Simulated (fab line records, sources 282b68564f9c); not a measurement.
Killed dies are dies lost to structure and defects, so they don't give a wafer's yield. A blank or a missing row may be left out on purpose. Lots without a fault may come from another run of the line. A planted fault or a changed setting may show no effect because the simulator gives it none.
A struck lot beside a sound one | flow rit_cmos | 17 steps out of a route of 202
Sound: wafers L433.1, L433.2, L433.6. Struck: wafers L435.2, L435.5, L435.6. The cause comes at the end.
At each step with rows: each side's tool, then ch and its chambers, then its first start. Under that, the readings that differ: sound wafers | struck wafers | difference of the means | sigmas: that difference in standard deviations of wafers without a fault.
alike: readings whose means differ by less than 2 such deviations, and words and numbers that are the same on both sides. not compared: withheld readings, readings that some wafer has no value for, bounds like >300 that may hide the same value, and numbers for which the record gives no deviation and whose values overlap.
The two part at a step that has a row with sigmas, a row that says differs or no value, or rows on one side only. Numbers that don't overlap but have no deviation are shown without sigmas and don't part them. A reading that every wafer of one side lacks parts them only if that side has two wafers or more.

first, 1 step without rows for these wafers: RIT_PRETRO_DEVELOP_05 (develop time 68 s).
RIT_PRETRO_OVL_MEAS_06:
  sound on overlay-01, day 4 23:32; struck on overlay-01, day 5 11:56
  alike: PRETRO_OVL
then, 2 steps without rows for these wafers: RIT_PRETRO_HARDBAKE_07 (time 120 s); RIT_PRETRO_IMPLANT_08.
RIT_PRETRO_STRIP_09: strips in O2, time 180 s.
  sound on plasma_asher-03 ch 0,1, day 4 23:58; struck on plasma_asher-03 ch 0,1, day 5 12:22
  alike: chamber_pressure_mTorr, drypump_motor_current_A
  not compared: rf_hours_counter_h
RIT_PRETRO_TW_MEAS_10:
  sound on film_metro-04, day 5 00:09; struck on film_metro-01, day 5 12:32
  alike: PRETRO_TW
then, 5 steps without rows for these wafers: RIT_GATE_WET_ETCH_00 (etches SiO2 in BOE, target depth 56 nm, time 60 s); RIT_GATE_CLEAN_01 (cleans in SC1, time 600 s); RIT_GATE_CLEAN_02 (cleans in dHF, time 30 s); RIT_GATE_CLEAN_03 (cleans in SC2, time 600 s); RIT_GATE_CLEAN_04 (cleans in dHF, time 60 s).
RIT_FOX2_THK_MEAS_91:
  sound on film_metro-02, day 5 00:37; struck on film_metro-02, day 5 13:01
  alike: FIELD_OXIDE_LEFT_2_THK
RIT_GATE_OXIDATION_05: target thk 3 nm, ox time 270 s.
  sound on furnace-01 ch 0, day 5 03:15; struck on furnace-03 ch 0, day 5 14:07
  reading                                     | sound                | struck               | difference | sigmas
  spike_tc_centre_C (C)                       | 903.8 902.2 902.2    | 898.1 896.8 898.9    | -4.8       | -4
  spike_tc_source_C (C)                       | 923.8 925.6 924.8    | 916.0 916.8 916.5    | -8.3       | -4
  tube_center_temp_C (C)                      | 899.91 900.12 900.04 | 895.06 895.03 894.91 | -5.02      | -58
  tube_center_temp_C_max                      | 902.4 902.5 901.8    | 897.9 897.3 897.2    | -4.8       | -14
  model.SiO2_of_GATE_OXIDATION_05.thk_nm (nm) | 2.847 2.881 2.883    | 2.765 2.769 2.777    | -0.100     |
then, 1 step without rows for these wafers: RIT_GATE_ANNEAL_06 (time 600 s).
RIT_GATE_THK_MEAS_07:
  sound on film_metro-03, day 5 06:31; struck on film_metro-04, day 5 16:46
  alike: GATE_OXIDE_THK
then, 1 step without rows for these wafers: RIT_GATE_CVD_08 (deposits poly-Si from SiH4, target thk 250 nm, time 2220 s).
RIT_M1_PROBE_99:
  sound on prober-02, day 6 06:03; struck on prober-02, day 6 17:00
  reading                             | sound             | struck            | difference | sigmas
  killed_short                        | 5 8 7             | 3 1 2             | -5         | -2
  model.etest.pmos_0p3.r_on_ohm_um    | 6024 6098 6095    | 5954 5884 5870    | -170       |
  model.etest.nmos_narrow.drive_ua_um | 241.8 237.7 242.7 | 249.6 247.8 249.6 | +8.3       |
  model.etest.nmos_0p3.drive_ua_um    | 240.2 235.7 237.2 | 243.6 243.7 245.5 | +6.6       |
  model.etest.pmos_0p15.drive_ua_um   | 260.2 261.2 254   | 263.4 267.1 271.9 | +9.0       |
  model.etest.pmos_0p3.drive_ua_um    | 108.7 106.6 106.2 | 111.2 113.1 112.7 | +5.2       |
  model.etest.pmos_narrow.drive_ua_um | 109.3 107.4 108   | 114 115.2 114.7   | +6         |
  alike: killed_at_M0_to_M3, killed_at_front_end, killed_dies, killed_on_rim, killed_open
  not compared: model.etest.nmos_0p3.r_on_ohm_um, model.etest.nmos_0p15.drive_ua_um

WHERE THEY PART
First at RIT_GATE_OXIDATION_05; last, within this record, at RIT_M1_PROBE_99.

WHY: what the simulator had put in
Process parameter drift: furnace-03, from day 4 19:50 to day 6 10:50, at RIT_GATE_OXIDATION_05. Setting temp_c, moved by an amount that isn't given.
